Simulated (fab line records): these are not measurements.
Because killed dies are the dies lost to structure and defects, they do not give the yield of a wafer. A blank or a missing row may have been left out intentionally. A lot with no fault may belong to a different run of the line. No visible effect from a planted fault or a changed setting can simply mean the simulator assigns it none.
A struck lot beside a sound one | flow rit_cmos | 44 out of 202 route steps
Sound: these wafers, L694.1, L694.2, L694.6. Struck: wafers L706.2, L706.3, L706.6. The cause comes at the end.
Per side, at each step with rows, come the tool, then ch with its chambers, and then its first start. Under that, the readings that differ: sound wafers | struck wafers | difference of the means | sigmas: that difference in standard deviations of wafers without a fault.
alike: a reading whose means differ by less than 2 such deviations, as well as words and numbers matching on both sides. not compared: withheld readings; readings where some wafer has no value; bounds like >300 that might hide an equal value; numbers whose values overlap and for which the record gives no deviation.
A row with sigmas, a row that says differs or no value, or rows on one side alone: a step with any of these is where the two part. Non-overlapping numbers with no deviation appear without sigmas and do not part them. Lack of a reading on every wafer of one side parts them only where that side has two or more wafers.

first, 4 steps without rows for these wafers: RIT_PLDD_SOFTBAKE_02 (time 60 s); RIT_PLDD_EXPOSE_03 (exposes mask M8, target cd 40900 nm); RIT_PLDD_PEB_04; RIT_PLDD_DEVELOP_05 (develop time 50 s).
RIT_PLDD_OVL_MEAS_06:
  sound on overlay-01, day 2 19:03; struck on overlay-02, day 5 10:23
  alike: PLDD_OVL
then, 2 steps without rows for these wafers: RIT_PLDD_HARDBAKE_07 (time 60 s); RIT_PLDD_IMPLANT_08.
RIT_PLDD_STRIP_09: strips in O2, time 180 s.
  sound on plasma_asher-03 ch 0,1, day 2 19:23; struck on plasma_asher-03 ch 0,1, day 5 10:43
  alike: drypump_motor_current_A
  not compared: rf_hours_counter_h
RIT_PLDD_TW_MEAS_10:
  sound on film_metro-04, day 2 19:34; struck on film_metro-04, day 5 10:55
  alike: PLDD_TW
then, 3 steps without rows for these wafers: RIT_SPACER_CLEAN_00 (cleans in SC1, time 600 s); RIT_SPACER_CLEAN_01 (cleans in dHF, time 30 s); RIT_SPACER_CLEAN_02 (cleans in SC2, time 600 s).
RIT_SPACER_CVD_03: deposits Si3N4 from SiH2Cl2/NH3, target thk 250 nm, time 3300 s.
  sound on lpcvd-01 ch 1, day 2 19:59; struck on lpcvd-01 ch 0, day 5 11:35
  reading                                  | sound             | struck            | difference | sigmas
  pressure_mtorr (mTorr)                   | 299.8 299.7 299.1 | 359.7 359.5 359.3 | +60.0      | +99 or more
  model.Si3N4_of_SPACER_CVD_03.thk_nm (nm) | 246.2 246.5 248.3 | 261.6 259 261     | +13.5      |
RIT_SPACER_THK_MEAS_04:
  sound on film_metro-01, day 2 21:55; struck on film_metro-01, day 5 13:31
  reading                 | sound             | struck            | difference | sigmas
  SPACER_NITRIDE_THK (nm) | 246.3 246.5 248.2 | 261.4 259.1 261.0 | +13.5      | +6
RIT_SPACER_ETCHBACK_05: etches Si3N4 in SF6/CHF3, stops on SiO2, target depth 250 nm, time 240 s.
  sound on rie_diel-03 ch 0,1,3, day 2 21:58; struck on rie_diel-01 ch 1,2, day 5 13:34
  reading                  | sound             | struck        | difference | sigmas
  model.etch.depth_nm (nm) | 246.2 246.5 248.3 | 261.6 259 261 | +13.5      |
  alike: drypump_motor_current_A, oes_product_au, throttle_valve_pct
  not compared: rf_hours_counter_h
then, 6 steps without rows for these wafers: RIT_NSD_HMDS_00 (prime time 60 s); RIT_NSD_COAT_01 (resist thk 1000 nm); RIT_NSD_SOFTBAKE_02 (time 60 s); RIT_NSD_EXPOSE_03 (exposes mask M9, target cd 40700 nm); RIT_NSD_PEB_04; RIT_NSD_DEVELOP_05 (develop time 50 s).
RIT_NSD_OVL_MEAS_06:
  sound on overlay-01, day 2 22:58; struck on overlay-01, day 5 14:34
  alike: NSD_OVL
then, 2 steps without rows for these wafers: RIT_NSD_HARDBAKE_07 (time 60 s); RIT_NSD_IMPLANT_08.
RIT_NSD_STRIP_09: strips in O2, time 180 s.
  sound on plasma_asher-01 ch 0,1, day 2 23:18; struck on plasma_asher-02 ch 0,1, day 5 14:53
  alike: drypump_motor_current_A
  not compared: rf_hours_counter_h
RIT_NSD_TW_MEAS_10:
  sound on film_metro-01, day 2 23:29; struck on film_metro-02, day 5 15:05
  alike: NSD_TW
then, 6 steps without rows for these wafers: RIT_PSD_HMDS_00 (prime time 60 s); RIT_PSD_COAT_01 (resist thk 1000 nm); RIT_PSD_SOFTBAKE_02 (time 60 s); RIT_PSD_EXPOSE_03 (exposes mask M10, target cd 40900 nm); RIT_PSD_PEB_04; RIT_PSD_DEVELOP_05 (develop time 50 s).
RIT_PSD_OVL_MEAS_06:
  sound on overlay-01, day 3 00:23; struck on overlay-02, day 5 16:07
  alike: PSD_OVL
then, 2 steps without rows for these wafers: RIT_PSD_HARDBAKE_07 (time 60 s); RIT_PSD_IMPLANT_08.
RIT_PSD_STRIP_09: strips in O2, time 180 s.
  sound on plasma_asher-04 ch 0,1, day 3 00:43; struck on plasma_asher-03 ch 0,1, day 5 16:26
  alike: drypump_motor_current_A
  not compared: rf_hours_counter_h
RIT_PSD_TW_MEAS_10:
  sound on film_metro-02, day 3 00:54; struck on film_metro-02, day 5 16:37
  alike: PSD_TW
then, 3 steps without rows for these wafers: RIT_SDANNEAL_CLEAN_00 (cleans in SC1, time 600 s); RIT_SDANNEAL_CLEAN_01 (cleans in dHF, time 30 s); RIT_SDANNEAL_CLEAN_02 (cleans in SC2, time 600 s).
RIT_SDANNEAL_RTA_03: time 5 s.
  sound on rtp_anneal-02 ch 0, day 3 01:22; struck on rtp_anneal-02 ch 0, day 5 17:04
  alike: wafer_temp_C_max
RIT_SDANNEAL_RS_MEAS_04: the measuring method here is four-point-probe.
  sound on film_metro-02, day 3 01:25; struck on film_metro-02, day 5 17:08
  alike: PSD_RS
RIT_SILICIDE_WET_ETCH_00: etches SiO2 in BOE, target depth 14 nm, time 15 s.
  sound on wet_bench-04 ch 2, day 3 01:54; struck on wet_bench-01 ch 3, day 5 17:36
  reading                                  | sound             | struck          | difference | sigmas
  model.Si3N4_of_SPACER_CVD_03.thk_nm (nm) | 192.3 192.2 193.4 | 203.2 202 204.1 | +10.5      |
RIT_M1_PROBE_99:
  sound on prober-02, day 3 08:58; struck on prober-02, day 6 00:46
  reading                                | sound             | struck            | difference | sigmas
  model.etest.pplus_sal.width_nm (nm)    | 3449 3461 3471    | 3413 3385 3399    | -61        |
  model.etest.nplus_sal.width_nm (nm)    | 3466 3466 3452    | 3427 3394 3372    | -64        |
  model.etest.nwell_pinched.rs_ohm_sq    | 336.8 336.7 339.7 | 333.6 334 329.6   | -5.3       |
  model.etest.nmos_0p15.tox_inv_nm (nm)  | 4.5 4.463 4.477   | 4.526 4.599 4.59  | +0.092     |
  model.etest.diode_nplus_comb.cj_ff_um2 | 2.651 2.656 2.646 | 2.603 2.588 2.555 | -0.069     |
  alike: killed_at_contacts, killed_at_front_end, killed_dies, killed_open, killed_short
  not compared: model.etest.pwell_pinched.rs_ohm_sq

## WHERE THEY PART
At RIT_SPACER_CVD_03 first; at RIT_SPACER_THK_MEAS_04 last (within this record only). Later steps at which nothing parts them and some readings are alike: RIT_SPACER_ETCHBACK_05, RIT_NSD_OVL_MEAS_06, RIT_NSD_STRIP_09, RIT_NSD_TW_MEAS_10, RIT_PSD_OVL_MEAS_06, RIT_PSD_STRIP_09, RIT_PSD_TW_MEAS_10, RIT_SDANNEAL_RTA_03, RIT_SDANNEAL_RS_MEAS_04, RIT_M1_PROBE_99.

WHY: the cause the simulator had injected
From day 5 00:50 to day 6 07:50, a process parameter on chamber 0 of lpcvd-01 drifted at RIT_SPACER_CVD_03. A move of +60 in setting pressure_mtorr, from 300. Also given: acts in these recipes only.
